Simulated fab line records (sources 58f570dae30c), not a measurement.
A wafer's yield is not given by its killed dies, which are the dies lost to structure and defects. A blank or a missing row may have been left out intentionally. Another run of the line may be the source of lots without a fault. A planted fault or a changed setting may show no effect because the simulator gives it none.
Split-lot trial + flow berkeleyCmos170 + on a route of 331 steps: 5 lots, 23 wafers read

## ABOUT THE SPLIT
At UCB170_V1_CMP_02 (polishes SiO2), the setting leaveAboveRefNm was moved away from the recipe's 1000 nm on 7 of the 23 wafers read, by -7.4% to -2.1%. This setting was run at the recipe's value on the other wafers.

The file shows no step between the split and the reading.

## THE READING
V1_POLISHED_THK in nanometres, read at UCB170_V1_THK_MEAS_04. Fault-free wafers of this fab line usually give 998.9 nm, standard deviation 1.2 nm.

| wafer  | tool, chamber at the split | leaveAboveRefNm as run, nm | against the recipe | V1_POLISHED_THK, nm | against lot-mates on the recipe |
|--------|----------------------------|----------------------------|--------------------|---------------------|---------------------------------|
| L078.3 | cmp-02, 2                  | 1000                       | recipe             | 998.7               | -                               |
| L078.4 | cmp-02, 3                  | 1000                       | recipe             | 997.4               | -                               |
| L078.5 | cmp-02, 0                  | 1000                       | recipe             | 998.8               | -                               |
| L074.1 | cmp-02, 1,2                | 926.5                      | -7.4%              | 927.6               | -70.2                           |
| L074.2 | cmp-02, 1,2                | 926.5                      | -7.4%              | 927.0               | -70.8                           |
| L074.3 | cmp-02, 0                  | 1000                       | recipe             | 997.9               | -                               |
| L074.5 | cmp-02, 0                  | 1000                       | recipe             | 998.3               | -                               |
| L074.6 | cmp-02, 3                  | 1000                       | recipe             | 997.1               | -                               |
| L084.1 | cmp-02, 2                  | 979                        | -2.1%              | 979.3               | -18.9                           |
| L084.3 | cmp-02, 1                  | 979                        | -2.1%              | 978.5               | -19.7                           |
| L084.4 | cmp-02, 3                  | 1000                       | recipe             | 997.9               | -                               |
| L084.5 | cmp-02, 0                  | 1000                       | recipe             | 998.7               | -                               |
| L084.6 | cmp-02, 1                  | 1000                       | recipe             | 998.1               | -                               |
| L081.1 | cmp-01, 2                  | 1000                       | recipe             | 999.3               | -                               |
| L081.2 | cmp-01, 0,1                | 1000                       | recipe             | 1000.6              | -                               |
| L081.3 | cmp-01, 3                  | 1000                       | recipe             | 999.2               | -                               |
| L081.4 | cmp-01, 0,1                | 1000                       | recipe             | 999.7               | -                               |
| L081.6 | cmp-01, 3                  | 1000                       | recipe             | 999.9               | -                               |
| L085.1 | cmp-02, 0                  | 1000                       | recipe             | 999.2               | -                               |
| L085.2 | cmp-02, 2                  | 1000                       | recipe             | 999.9               | -                               |
| L085.3 | cmp-02, 3                  | 952                        | -4.8%              | 949.8               | -49.8                           |
| L085.5 | cmp-02, 2                  | 952                        | -4.8%              | 951.5               | -48.0                           |
| L085.6 | cmp-02, 1                  | 952                        | -4.8%              | 953.0               | -46.5                           |
When a row names more than one chamber, that row covers several wafers, and the file does not tell which wafer ran in which chamber.

FIT RESULTS
A straight line over all 23 wafers: V1_POLISHED_THK changes by +9.77 nm for each +1% of leaveAboveRefNm; r = +1.00; the points scatter about the line by 1 nm.
The same after taking each lot's own level away (the mean of its wafers on the recipe; 23 wafers): +9.73 nm for each +1%; r = +1.00; scatter 0.98 nm.
On that fit, the largest move of leaveAboveRefNm shifts the reading by 72 nm.
Measured against the standard deviation above, the lots' own levels, which go from 997.77 to 999.74 nm, span 1.6 times it.
Hence the lot-to-lot level has little effect on the slope; both slopes agree.
Check: for one of the wafers moved furthest among these (-7.4%), held out of the fit, the line's prediction against its lot-mates is -72.1 nm. It came out at -70.2 nm against them.

## THE WHOLE CHAIN: every reading that the file lists as answering this split, in the file's order
| step                  | what it does                                                              | reading                                                                  | change (the file's fit)              | r (the file's) |
|-----------------------|---------------------------------------------------------------------------|--------------------------------------------------------------------------|--------------------------------------|----------------|
| UCB170_V1_CMP_02      | polishes SiO2                                                             | SiO2_of_V1_CVD_00.thkNm (the simulator's own value, which no gauge read) | +9.82 nm for each +1% of the setting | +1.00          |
| UCB170_V1_THK_MEAS_04 |                                                                           | V1_POLISHED_THK                                                          | +9.69 for each +1% of the setting    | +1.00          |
| UCB170_V1_ETCH_14     | etches SiO2 in CHF3/CF4/Ar, stops on Al, target depth 1250 nm, time 291 s | etch.depthNm (the simulator's own value, which no gauge read)            | +9.82 nm for each +1% of the setting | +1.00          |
| UCB170_V1_ETCH_14     | etches SiO2 in CHF3/CF4/Ar, stops on Al, target depth 1250 nm, time 291 s | V1.featureDepthNm (the simulator's own value, which no gauge read)       | +9.8 nm for each +1% of the setting  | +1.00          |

## FILE'S OWN FIT
V1_POLISHED_THK changes by +9.69 nm for each +1% of leaveAboveRefNm, r = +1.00.
